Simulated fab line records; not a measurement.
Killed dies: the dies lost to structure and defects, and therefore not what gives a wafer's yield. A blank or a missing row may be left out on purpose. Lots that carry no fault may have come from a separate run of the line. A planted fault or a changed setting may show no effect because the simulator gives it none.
Which tool was responsible? -- flow rit-cmos -- 21 wafers from 7 lots sampled at 2 of the route's 202 steps

WHAT EACH GAUGE READ, for each wafer
RIT_NWELL_TW_MEAS_10.
lot,measured,on,NWELL_TW
L594,day 2 16:00,film-metro-01,2135 2135 2133
L596,day 3 05:31,film-metro-01,2148 2157 2150
L599,day 3 17:30,film-metro-02,2111 2115 2113
L602,day 4 05:37,film-metro-03,2171 2171 2166
L604,day 4 19:55,film-metro-02,2105 2112 2111
L606,day 5 05:04,film-metro-03,2428 2404 2433
L614,day 6 17:58,film-metro-02,2101 2112 2104

WHICH TOOL RAN EACH LOT (tool, then ch and the chambers of the sampled wafers, then the start)
lot,RIT_NWELL_IMPLANT_08
L594,"implanter-04 ch 0, day 2 15:41"
L596,"implanter-01 ch 0, day 3 05:12"
L599,"implanter-04 ch 0, day 3 17:11"
L602,"implanter-04 ch 0, day 4 05:19"
L604,"implanter-04 ch 0, day 4 19:35"
L606,"implanter-01 ch 0, day 5 04:44"
L614,"implanter-03 ch 0, day 6 17:40"
- RIT_NWELL_IMPLANT_08

THE ANSWER, worked out from the rows above alone
Rule: the usual values come from the lots themselves. Put in order of their means at a reading, lots are off if they are a third of the lots or fewer, leave a main group of 4 or more, and stand apart from it by a gap of 3 or more times the standard deviation of the main group's means; of several such gaps the widest counts. A main group is skipped when, at the precision printed for the reading in the tables above, its means are all equal. Also off: a lot with no number at a reading for which 4 or more lots have one. The other lots that the step has rows for count as sound.
Off: at RIT_NWELL_TW_MEAS_10 (NWELL_TW), L606. The main group: mean 2131, standard deviation 24.
A tool fits if, at a process step before that reading, it ran every lot that is off, and no sound lot after the first of them. Gauges at RIT_NWELL_TW_MEAS_10: tried the same way as those tools. 2 tools fit, implanter-01 at RIT_NWELL_IMPLANT_08 and film-metro-03 at RIT_NWELL_TW_MEAS_10, so this cannot tell which one it is.

WHAT THE SIMULATOR HAD INSERTED
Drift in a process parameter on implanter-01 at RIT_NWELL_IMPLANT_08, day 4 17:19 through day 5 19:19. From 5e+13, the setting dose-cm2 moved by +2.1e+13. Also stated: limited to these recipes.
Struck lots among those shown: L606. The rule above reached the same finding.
